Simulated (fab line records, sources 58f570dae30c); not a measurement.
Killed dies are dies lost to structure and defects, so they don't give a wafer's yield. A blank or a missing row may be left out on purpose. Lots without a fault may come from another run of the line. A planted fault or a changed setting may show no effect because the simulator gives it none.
Problem report in the 8D (eight disciplines) form, filled by code | flow berkeley_cmos170 | the parts of the form that need people (team, actions taken, sign-off) are left out

1. THE PROBLEM
run_length_s at UCB170_V1_ETCH_14 reads a mean of 287.4 s on 6 wafers of 2 lots; wafers without a fault read 319.2 s with a standard deviation of 0.46. That is -69 standard deviations from the usual mean.
The step: etches SiO2 in CHF3/CF4/Ar, stops on Al, target depth 1250 nm, time 291 s.
First seen on wafer L627.1, day 10 03:15, on rie_diel-03. The record holds 42 wafers of 14 lots with a number at this step. Rule for "out", or "out of limits": more than 4 standard deviations from the usual mean. The other wafers with a number count as sound.

2. WHAT IT IS AND WHAT IT IS NOT
question                    | is                           | is not
which readings at this step | run_length_s, oes_product_au | drypump_motor_current_A, throttle_valve_pct
which lots                  | L627, L630                   | L616, L617, L618, L619, L620, L622, L623, L625, L628, L634, L636, L638
which wafers of those lots  | all that have a number       | -
read on which tools         | rie_diel-03                  | rie_diel-01, rie_diel-04
when                        | from day 10 03:15            | up to then (24 sound wafers); but 12 sound wafers of L628, L634, L636, L638 came after

3. SUSPECTS, AND WHAT RULES EACH OUT
Counting: a tool at a process step up to the reading stays a suspect if it ran every lot that is out and no sound lot after the first of them.
- rie_diel-03 at UCB170_V1_ETCH_14 (etches SiO2 in CHF3/CF4/Ar, stops on Al, target depth 1250 nm, time 291 s): kept. It ran every lot that is out, first L627 (day 10 03:15), and no sound lot after that; its last sound lot up to then is L625 (day 9 20:19). Its own readings are out on those wafers: oes_product_au, run_length_s.
Left after counting: rie_diel-03 at UCB170_V1_ETCH_14.

4. THE CAUSE (what the simulator had put in)
Process parameter drift: rie_diel-03, from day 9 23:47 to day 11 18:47, at UCB170_V1_ETCH_14. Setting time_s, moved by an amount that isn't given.
Counting left only this tool.

5. THE CHAIN OF EFFECTS, in route order
Each row: a reading whose mean over the struck wafers that have a number lies more than 3 standard deviations from the usual. Only readings for which the record gives a usual standard deviation are gone through. hours: the time from each lot's start at the first step in this table that gives one to its start at this step, as a median over the lots. sigmas: the change in usual standard deviations.
hours | step               | reading                  | usual      | on struck wafers | change | sigmas
0     | UCB170_V1_ETCH_14  | oes_product_au           | 0.875 a.u. | 0.988            | +0.113 | +13
0     | UCB170_V1_ETCH_14  | run_length_s             | 319.2 s    | 287.4            | -31.8  | -69
0     | UCB170_V1_STRIP_15 | strip_time_to_endpoint_s | 15.40 s    | 16.01            | +0.61  | +5.1
The process steps in it:
- UCB170_V1_ETCH_14: etches SiO2 in CHF3/CF4/Ar, stops on Al, target depth 1250 nm, time 291 s.
- UCB170_V1_STRIP_15: strips in O2.
Later measuring or inspecting steps at which every struck wafer that the step has a row for has a number for every such reading, and none has moved that far: UCB170_M3_CD_MEAS_90.

6. WHAT WOULD HAVE CAUGHT IT SOONER
In this record the first reading out of limits was taken at day 10 03:15, 3 hours after the fault began at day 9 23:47.
